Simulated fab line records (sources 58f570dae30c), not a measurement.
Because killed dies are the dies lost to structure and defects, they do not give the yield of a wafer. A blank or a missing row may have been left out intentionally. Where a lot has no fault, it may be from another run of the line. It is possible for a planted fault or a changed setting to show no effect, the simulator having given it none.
fab line records | flow berkeley-cmos170 | part 2 of 2: steps 27 to 36 of 36
record: lots: 5 | wafers: 15 | last-day: 12
route steps=331 shown PSD@176 NSD@187 BACKSIDE@199 SDANNEAL@204 PLDD@208 NLDD@209 SILICIDE@210
lots with no fault: from the same line, run without faults
start-h: the number of hours between the record's first day and the start of the first shown wafer of the lot | wait-h: time in hours since the lot's previous step | " repeats the value in the row above | L1.1+2: several wafers, shown together as one row | - no value, or no start given | * or withheld: withheld | < > ~ a bound
route shown NAME@n: NAME is a module with steps in the file, n the number in the route of the first one | usual: average and standard deviation across the fault-free wafers | same: alike in all rows | chamber/n: place in a boat | sites: readings site by site | _std_site: the standard deviation of these | _edge_site: the outer-site mean with the inner-site mean subtracted | radius-mm: for every site, how far away it sits from the centre of the wafer | mask NAME#n: copy n | behind: the last tool/chamber to shape the wafer | hold: why the lot went on hold/how many hours it stayed there/how the hold came to an end | device: the transistor (n, p or np) that didn't switch | end of line: at the end of the route, the tests of the same wafers | a step without rows: its recipe alone | killed: count of dies lost to structure and defects at first sort (not the wafer's yield) | map: per-die view of a wafer (x killed, . not killed, _ where there is no die)
set.NAME: the setting the step ran with; set.NAME@STEP: the setting that earlier step ran with | model.NAME: the simulator's own value behind a step, which no gauge read
lots at selected steps of the route; one table per step, one row per wafer
services: the hour from which a tool's chamber was out of use, counted from the record's first day as start-h (under 0 if before that day), plus the number of hours and why
== steps ==
step: UCB170_BACKSIDE_STRIP_03
recipe: chemistry: O2 | power-w: 400 | pressure-mtorr: 3500 | platen-temp-c: withheld | o2-flow-sccm: 400 | overash-fraction: 0.5
usual: drypump-motor-current-A: 5.78/0.24 | oes-product-au: 0.735/0.0049 | strip-time-to-endpoint-s: 21.98/0.063
lot.wafer | tool            | chamber | start-h | wait-h | drypump-motor-current-A | oes-product-au | rf-hours-counter-h | strip-time-to-endpoint-s
L077.1    | plasma-asher-01 | 0       | 167.76  | 0.1    | 5.46                    | 0.736          | 47                 | 21.94
L077.3    | "               | 0       | "       | "      | 5.45                    | 0.741          | -                  | 21.96
L077.4    | "               | 1       | "       | "      | 5.62                    | 0.732          | -                  | 21.94
L083.1    | plasma-asher-02 | 0       | 194.16  | 0.1    | 5.90                    | 0.743          | 8                  | 22.02
L083.2    | "               | 1       | "       | "      | 5.56                    | 0.731          | 8                  | 22.02
L083.6    | "               | 1       | "       | "      | 5.55                    | 0.734          | -                  | 21.93
L085.3    | plasma-asher-02 | 0       | 200.74  | 0.1    | 5.90                    | 0.740          | -                  | 22.05
L085.4    | "               | 1       | "       | "      | 5.58                    | 0.733          | -                  | 22.05
L085.5    | "               | 1       | "       | "      | 5.55                    | 0.735          | -                  | 22.04
L091.1    | plasma-asher-02 | 1       | 231.96  | 0.1    | 5.60                    | 0.731          | 13                 | 21.78
L091.3    | "               | 0       | "       | "      | 5.93                    | 0.734          | -                  | 21.92
L091.5    | "               | 1       | "       | "      | 5.60                    | 0.728          | -                  | 21.82
L093.1    | plasma-asher-02 | 1       | 253.64  | 0.1    | 5.59                    | 0.736          | 15                 | 22.00
L093.3    | "               | 0       | "       | "      | 5.89                    | 0.738          | -                  | 21.99
L093.6    | "               | 0       | "       | "      | 5.90                    | 0.728          | -                  | 22.09
step: UCB170_BACKSIDE_CLEAN_04
recipe: chemistry: SPM | temp-c: 120 | time-s: 600
usual: bath-guard-temp-C: 120.1/0.53 | temp-c: 120.00/0.15
lot.wafer | tool         | chamber | start-h | wait-h | bath-guard-temp-C | temp-c
L077.1    | wet-bench-01 | 0       | 167.86  | 0.1    | 119.7             | 119.95
L077.3    | "            | 0       | "       | "      | 120.2             | 120.15
L077.4    | "            | 0       | "       | "      | 120.4             | 120.19
L083.1    | wet-bench-02 | 0       | 194.26  | 0.1    | 119.6             | 119.91
L083.2    | "            | 0       | "       | "      | 119.8             | 119.86
L083.6    | "            | 0       | "       | "      | 120.1             | 119.78
L085.3    | wet-bench-02 | 3       | 200.81  | 0.0    | 120.1             | 120.00
L085.4    | "            | 3       | "       | "      | 119.9             | 120.08
L085.5    | "            | 3       | "       | "      | 120.2             | 120.03
L091.1    | wet-bench-02 | 1       | 232.05  | 0.1    | 119.6             | 120.12
L091.3    | "            | 1       | "       | "      | 119.4             | 119.93
L091.5    | "            | 1       | "       | "      | 119.4             | 120.05
L093.1    | wet-bench-02 | 3       | 254.03  | 0.4    | 120.2             | 119.92
L093.3    | "            | 3       | "       | "      | 120.0             | 120.12
L093.6    | "            | 3       | "       | "      | 119.9             | 120.09
step: UCB170_SDANNEAL_RTA_00
recipe: temp-c: 900 | time-s: 10 | ambient: N2
usual: anneal-temp-c-max: 905.7/2.2 | lamp-power-pct: 25.3/0.83 | wafer_temp_C_max: 904.9/0.98
lot.wafer | tool          | chamber | start-h | wait-h | anneal-temp-c-max | lamp-power-pct | wafer_temp_C_max
L077.1    | rtp-anneal-01 | 0       | 168.03  | 0.0    | 903.8             | 26.2           | 905.1
L077.3    | "             | 0       | "       | "      | 903.9             | 26.2           | 904.8
L077.4    | "             | 0       | "       | "      | 902.4             | 26.3           | 904.2
L083.1    | rtp-anneal-02 | 0       | 194.43  | 0.0    | 907.0             | 24.6           | 904.9
L083.2    | "             | 0       | "       | "      | 909.6             | 24.5           | 905.3
L083.6    | "             | 0       | "       | "      | 908.2             | 24.6           | 904.6
L085.3    | rtp-anneal-02 | 0       | 201.01  | 0.0    | 908.0             | 24.6           | 907.0
L085.4    | "             | 0       | "       | "      | 906.5             | 24.6           | 905.0
L085.5    | "             | 0       | "       | "      | 905.3             | 24.6           | 904.7
L091.1    | rtp-anneal-02 | 0       | 232.23  | 0.0    | 907.7             | 24.6           | 906.2
L091.3    | "             | 0       | "       | "      | 907.1             | 24.6           | 904.9
L091.5    | "             | 0       | "       | "      | 907.4             | 24.6           | 904.4
L093.1    | rtp-anneal-01 | 0       | 254.21  | 0.0    | 902.8             | 26.2           | 905.6
L093.3    | "             | 0       | "       | "      | 903.4             | 26.2           | 904.3
L093.6    | "             | 0       | "       | "      | 904.4             | 26.2           | 903.4
step: UCB170_SDANNEAL_RTA_01
recipe: temp-c: 1050 | time-s: 5 | ambient: N2
usual: anneal-temp-c-max: 1056.5/2.3 | lamp-power-pct: 39.1/1.3 | wafer_temp_C_max: 1055.9/1.2
lot.wafer | tool          | chamber | start-h | wait-h | anneal-temp-c-max | lamp-power-pct | wafer_temp_C_max
L077.1    | rtp-anneal-01 | 0       | 168.10  | 0.1    | 1053.8            | 40.4           | 1057.8
L077.3    | "             | 0       | "       | "      | 1054.3            | 40.4           | 1054.4
L077.4    | "             | 0       | "       | "      | 1054.8            | 40.5           | 1056.1
L083.1    | rtp-anneal-02 | 0       | 194.50  | 0.1    | 1058.5            | 37.9           | 1055.6
L083.2    | "             | 0       | "       | "      | 1061.4            | 37.9           | 1055.7
L083.6    | "             | 0       | "       | "      | 1059.7            | 38.0           | 1055.5
L085.3    | rtp-anneal-02 | 0       | 201.07  | 0.1    | 1057.6            | 37.9           | 1054.3
L085.4    | "             | 0       | "       | "      | 1059.1            | 38.0           | 1054.4
L085.5    | "             | 0       | "       | "      | 1056.9            | 37.9           | 1056.3
L091.1    | rtp-anneal-02 | 0       | 232.30  | 0.1    | 1060.7            | 37.9           | 1054.8
L091.3    | "             | 0       | "       | "      | 1059.0            | 38.0           | 1055.2
L091.5    | "             | 0       | "       | "      | 1057.6            | 38.0           | 1056.2
L093.1    | rtp-anneal-01 | 0       | 254.27  | 0.1    | 1053.9            | 40.5           | 1055.1
L093.3    | "             | 0       | "       | "      | 1053.2            | 40.5           | 1056.8
L093.6    | "             | 0       | "       | "      | 1054.6            | 40.5           | 1054.3
step: UCB170_SDANNEAL_RS_MEAS_02
recipe: thk-meas-gauge: four-point-probe
usual: PSD_RS: 75.5/0.31
lot.wafer | tool          | chamber | start-h | wait-h | PSD_RS[ohm/sq]
L077.1    | film-metro-01 | -       | 168.16  | 0.0    | 75.6
L077.3    | "             | -       | "       | "      | 75.9
L077.4    | "             | -       | "       | "      | 75.6
L083.1    | film-metro-03 | -       | 194.56  | 0.0    | 75.2
L083.2    | "             | -       | "       | "      | 75.2
L083.6    | "             | -       | "       | "      | 75.5
L085.3    | film-metro-01 | -       | 201.15  | 0.1    | 75.2
L085.4    | "             | -       | "       | "      | 75.2
L085.5    | "             | -       | "       | "      | 75.6
L091.1    | film-metro-03 | -       | 232.35  | 0.0    | 75.4
L091.3    | "             | -       | "       | "      | 75.6
L091.5    | "             | -       | "       | "      | 75.8
L093.1    | film-metro-01 | -       | 254.33  | 0.0    | 75.1
L093.3    | "             | -       | "       | "      | 75.2
L093.6    | "             | -       | "       | "      | 74.9
step: UCB170_SDANNEAL_RS_MEAS_03
recipe: thk-meas-gauge: four-point-probe
usual: NSD_RS: 37.51/0.08
lot.wafer | tool          | chamber | start-h | wait-h | NSD_RS[ohm/sq]
L077.1    | film-metro-01 | -       | 168.28  | 0.1    | 37.52
L077.3    | "             | -       | "       | "      | 37.60
L077.4    | "             | -       | "       | "      | 37.63
L083.1    | film-metro-03 | -       | 194.68  | 0.1    | 37.55
L083.2    | "             | -       | "       | "      | 37.51
L083.6    | "             | -       | "       | "      | 37.57
L085.3    | film-metro-01 | -       | 201.27  | 0.1    | 37.41
L085.4    | "             | -       | "       | "      | 37.39
L085.5    | "             | -       | "       | "      | 37.34
L091.1    | film-metro-03 | -       | 232.47  | 0.1    | 37.58
L091.3    | "             | -       | "       | "      | 37.56
L091.5    | "             | -       | "       | "      | 37.51
L093.1    | film-metro-01 | -       | 254.45  | 0.1    | 37.37
L093.3    | "             | -       | "       | "      | 37.46
L093.6    | "             | -       | "       | "      | 37.48
step: UCB170_SDANNEAL_RS_MEAS_04
recipe: thk-meas-gauge: four-point-probe
usual: PLDD_RS: 1031.7/2.5
lot.wafer | tool          | chamber | start-h | wait-h | PLDD_RS[ohm/sq]
L077.1    | film-metro-01 | -       | 168.40  | 0.1    | 1031.0
L077.3    | "             | -       | "       | "      | 1034.2
L077.4    | "             | -       | "       | "      | 1033.7
L083.1    | film-metro-03 | -       | 194.80  | 0.1    | 1030.2
L083.2    | "             | -       | "       | "      | 1034.1
L083.6    | "             | -       | "       | "      | 1034.1
L085.3    | film-metro-01 | -       | 201.39  | 0.1    | 1028.6
L085.4    | "             | -       | "       | "      | 1031.6
L085.5    | "             | -       | "       | "      | 1031.0
L091.1    | film-metro-03 | -       | 232.59  | 0.1    | 1030.1
L091.3    | "             | -       | "       | "      | 1029.6
L091.5    | "             | -       | "       | "      | 1034.2
L093.1    | film-metro-01 | -       | 254.57  | 0.1    | 1031.5
L093.3    | "             | -       | "       | "      | 1029.5
L093.6    | "             | -       | "       | "      | 1032.3
step: UCB170_SDANNEAL_RS_MEAS_05
recipe: thk-meas-gauge: four-point-probe
usual: NLDD_RS: 615.7/1.7
lot.wafer | tool          | chamber | start-h | wait-h | NLDD_RS[ohm/sq]
L077.1    | film-metro-01 | -       | 168.52  | 0.1    | 615.4
L077.3    | "             | -       | "       | "      | 613.1
L077.4    | "             | -       | "       | "      | 613.4
L083.1    | film-metro-03 | -       | 194.92  | 0.1    | 615.3
L083.2    | "             | -       | "       | "      | 614.3
L083.6    | "             | -       | "       | "      | 614.7
L085.3    | film-metro-01 | -       | 201.51  | 0.1    | 614.8
L085.4    | "             | -       | "       | "      | 615.2
L085.5    | "             | -       | "       | "      | 615.1
L091.1    | film-metro-03 | -       | 232.71  | 0.1    | 617.4
L091.3    | "             | -       | "       | "      | 617.2
L091.5    | "             | -       | "       | "      | 617.5
L093.1    | film-metro-01 | -       | 254.69  | 0.1    | 617.0
L093.3    | "             | -       | "       | "      | 617.2
L093.6    | "             | -       | "       | "      | 616.7
step: UCB170_SILICIDE_PRE_CLEAN_00
recipe: gas: Ar | preclean-etch-time-s: 60
lot.wafer  | tool           | chamber | start-h | wait-h
L077.1+3+4 | pvd-sputter-01 | -       | 168.64  | 0.1
L083.1+2+6 | pvd-sputter-04 | -       | 195.04  | 0.1
L085.3+4+5 | pvd-sputter-01 | -       | 201.59  | 0.1
L091.1+3+5 | pvd-sputter-01 | -       | 232.83  | 0.1
L093.1+3+6 | pvd-sputter-01 | -       | 254.81  | 0.1
step: UCB170_SILICIDE_SPUTTER_01
recipe: material: Ti | target-thk-nm: 30 | time-s: 25 | power-w: 1500 | chamber-pressure-pa: 0.5
usual: throttle-valve-pct: 30.7/1.1
lot.wafer | tool           | chamber | start-h | wait-h | throttle-valve-pct
L077.1    | pvd-sputter-01 | -       | 168.70  | 0.0    | 32.5
L077.3    | "              | -       | "       | "      | 31.2
L077.4    | "              | -       | "       | "      | 31.4
L083.1    | pvd-sputter-04 | -       | 195.10  | 0.0    | 30.4
L083.2    | "              | -       | "       | "      | 30.8
L083.6    | "              | -       | "       | "      | 29.9
L085.3    | pvd-sputter-01 | -       | 201.66  | 0.0    | 30.9
L085.4    | "              | -       | "       | "      | 31.4
L085.5    | "              | -       | "       | "      | 31.4
L091.1    | pvd-sputter-01 | -       | 232.90  | 0.0    | 30.8
L091.3    | "              | -       | "       | "      | 30.8
L091.5    | "              | -       | "       | "      | 31.2
L093.1    | pvd-sputter-01 | -       | 254.88  | 0.0    | 31.0
L093.3    | "              | -       | "       | "      | 31.3
L093.6    | "              | -       | "       | "      | 31.4
== services ==
tool            | chamber | start-h | hours | kind
plasma-asher-01 | -       | 141.20  | 1.2   | repair
krf-scanner-01  | -       | 149.59  | 1.0   | pm
implanter-01    | -       | 153.64  | 1.9   | repair
implanter-03    | -       | 159.84  | 3.0   | pm
implanter-01    | -       | 161.00  | 7.0   | repair
implanter-02    | -       | 171.16  | 5.3   | pm
krf-scanner-01  | -       | 174.24  | 1.3   | repair
implanter-04    | -       | 179.81  | 3.1   | pm
implanter-03    | -       | 183.72  | 5.4   | pm
implanter-03    | -       | 190.30  | 1.9   | repair
wet-bench-01    | -       | 191.91  | 3.8   | repair
krf-scanner-02  | -       | 194.49  | 3.6   | pm
pvd-sputter-04  | -       | 195.25  | 1.9   | repair
pvd-sputter-04  | 3       | 204.91  | -     | consumable-replace:kit
implanter-02    | -       | 204.95  | 5.9   | repair
krf-scanner-01  | -       | 208.01  | 4.4   | pm
krf-scanner-02  | -       | 223.02  | 1.3   | pm
krf-scanner-01  | -       | 234.60  | 0.8   | pm
rtp-anneal-01   | -       | 235.54  | 3.7   | pm
implanter-04    | -       | 235.80  | 0.8   | repair
krf-scanner-02  | -       | 237.01  | 3.0   | repair
implanter-02    | -       | 242.45  | 5.3   | repair
plasma-asher-03 | -       | 242.82  | 0.3   | repair
implanter-01    | -       | 247.08  | 2.5   | repair
